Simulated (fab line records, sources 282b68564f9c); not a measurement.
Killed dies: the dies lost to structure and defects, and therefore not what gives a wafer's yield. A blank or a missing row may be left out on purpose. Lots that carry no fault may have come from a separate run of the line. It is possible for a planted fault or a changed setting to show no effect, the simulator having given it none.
A struck lot beside a sound one :: flow ritCmos :: 15 out of 202 route steps
Sound: these wafers, L402.3, L402.4, L402.6. Wafers struck: L409.4, L409.5, L409.6. The cause comes at the end.
At each step with rows: each side's tool, then ch and its chambers, then its first start. Under that, the readings that differ: sound wafers :: struck wafers :: difference of the means :: sigmas: that difference in standard deviations of wafers without a fault.
alike: a reading whose means differ by less than 2 such deviations, as well as words and numbers matching on both sides. not compared: withheld readings; readings where some wafer has no value; bounds like >300 that might hide an equal value; numbers whose values overlap and for which the record gives no deviation.
The two part at a step that has a row with sigmas, a row that says differs or no value, or rows on one side only. Non-overlapping numbers with no deviation appear without sigmas and do not part them. A reading missing from all wafers of one side parts the sides only when that side holds two or more wafers.

first, 1 step without rows for these wafers: RIT_NWELL_IMPLANT_08.
RIT_NWELL_STRIP_09: strips in O2, time 180 s.
  sound on plasmaAsher-02 ch 0,1, day 1 21:52; struck on plasmaAsher-03 ch 0,1, day 3 07:41
  alike: drypumpMotorCurrentA, o2FlowSccm
  not compared: rfHoursCounterH
RIT_NWELL_TW_MEAS_10:
  sound on filmMetro-03, day 1 22:01; struck on filmMetro-03, day 3 07:49
  alike: NWELL_TW
then, 6 steps without rows for these wafers: RIT_PWELL_HMDS_00 (prime time 60 s); RIT_PWELL_COAT_01 (resist thk 1300 nm); RIT_PWELL_SOFTBAKE_02 (time 60 s); RIT_PWELL_EXPOSE_03 (exposes mask M3, target cd 43700 nm); RIT_PWELL_PEB_04; RIT_PWELL_DEVELOP_05 (develop time 68 s).
RIT_PWELL_OVL_MEAS_06:
  sound on overlay-02, day 1 22:56; struck on overlay-02, day 3 08:53
  alike: PWELL_OVL
then, 2 steps without rows for these wafers: RIT_PWELL_HARDBAKE_07 (time 120 s); RIT_PWELL_IMPLANT_08.
RIT_PWELL_STRIP_09: strips in O2, time 180 s.
  sound on plasmaAsher-03 ch 0,1, day 1 23:25; struck on plasmaAsher-04 ch 0,1, day 3 09:21
reading: o2FlowSccm (sccm)
sound: 3990 3981 3989
struck: 3206 3187 3213
difference: -785
sigmas: -71
  alike: drypumpMotorCurrentA
  not compared: rfHoursCounterH
RIT_PWELL_TW_MEAS_10:
  sound on filmMetro-03, day 1 23:34; struck on filmMetro-02, day 3 09:30
  alike: PWELL_TW
RIT_M1_PROBE_99:
  sound on prober-01, day 3 09:38; struck on prober-02, day 4 19:56
  alike: killedAtContacts, killedAtFrontEnd, killedDies, killedOpen, killedShort

== WHERE THEY PART ==
At RIT_PWELL_STRIP_09 and nowhere else, as far as this record goes. Later steps at which nothing parts them and some readings are alike: RIT_PWELL_TW_MEAS_10, RIT_M1_PROBE_99.

WHY: what had been put in by the simulator
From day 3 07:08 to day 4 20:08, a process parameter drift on plasmaAsher-04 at RIT_PWELL_STRIP_09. Setting o2FlowSccm shifted by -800 from 4000. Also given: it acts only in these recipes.
